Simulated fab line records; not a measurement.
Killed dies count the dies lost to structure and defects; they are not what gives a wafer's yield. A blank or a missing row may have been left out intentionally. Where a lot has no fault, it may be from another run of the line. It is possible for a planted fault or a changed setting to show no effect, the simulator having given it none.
Problem report, 8D (eight disciplines) form, completed by code | flow rit-cmos | the parts of the form that need people (team, actions taken, sign-off) are left out

1. PROBLEM STATEMENT
run-length-s at RIT_ACTIVE_ETCH_13 reads a mean of 245.6 s on 6 wafers of 2 lots; wafers without a fault read 238.4 s with a standard deviation of 0.47. That puts it +15 standard deviations away from the usual mean.
The step: etches Si3N4 in SF6, stops on SiO2, time 210 s, target depth 210 nm.
Seen first at day 5 19:26 on rie-diel-01, wafer L875.1. The record holds 42 wafers of 14 lots with a number at this step. By rule, "out" or "out of limits" means more than 4 standard deviations away from the usual mean. All remaining wafers that have a number are taken as sound.

2. WHAT IT IS; WHAT IT IS NOT
question                    | is                     | is not
which readings at this step | run-length-s           | drypump-motor-current-A, throttle-valve-pct
which lots                  | L875, L876             | L855, L856, L857, L861, L863, L864, L866, L867, L869, L870, L877, L878
which wafers of those lots  | all that have a number | -
read on which tools         | rie-diel-01            | rie-diel-03, rie-diel-04
when                        | from day 5 19:26       | up to then (30 sound wafers); but 6 sound wafers of L877, L878 came after

3. THE SUSPECTS, EACH WITH WHAT RULES IT OUT
Counting: a tool at a process step up to the reading stays a suspect if it ran every lot that is out and no sound lot after the first of them.
- rie-diel-01 at RIT_ACTIVE_ETCH_13 (etches Si3N4 in SF6, stops on SiO2, time 210 s, target depth 210 nm): kept. Every lot that is out went through it, starting with L875 (day 5 19:26), and after that it ran no sound lot; the last sound lot it ran before then is L870 (day 4 17:50). Out on those wafers are its own readings of run-length-s.
Remaining after the count: rie-diel-01 at RIT_ACTIVE_ETCH_13.

4. THE CAUSE (what the simulator had put in)
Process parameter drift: rie-diel-01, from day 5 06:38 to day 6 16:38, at RIT_ACTIVE_ETCH_13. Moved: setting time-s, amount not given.
This tool alone remained once counting was done.

5. THE CHAIN OF EFFECTS, in route order
Each row: a reading whose mean over the struck wafers that have a number lies more than 3 standard deviations from the usual. Readings are gone through only where the record gives a usual standard deviation; hours: the median, over the lots, of the time from a lot's start at the first step in this table giving one to that lot's start at this step; sigmas: the change measured in usual standard deviations.
hours | step               | reading      | usual   | on struck wafers | change | sigmas
0     | RIT_ACTIVE_ETCH_13 | run-length-s | 238.4 s | 245.6            | +7.2   | +15
Here are the process steps it includes:
- RIT_ACTIVE_ETCH_13: etches Si3N4 in SF6, stops on SiO2, time 210 s, target depth 210 nm.
Later measuring or inspecting steps at which every struck wafer that the step has a row for has a number for every such reading, and none has moved that far: RIT_NSD_OVL_MEAS_06.

6. HOW IT WOULD HAVE BEEN CAUGHT EARLIER
In this record the first reading out of limits was taken at day 5 19:26, 13 hours after the fault began at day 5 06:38.
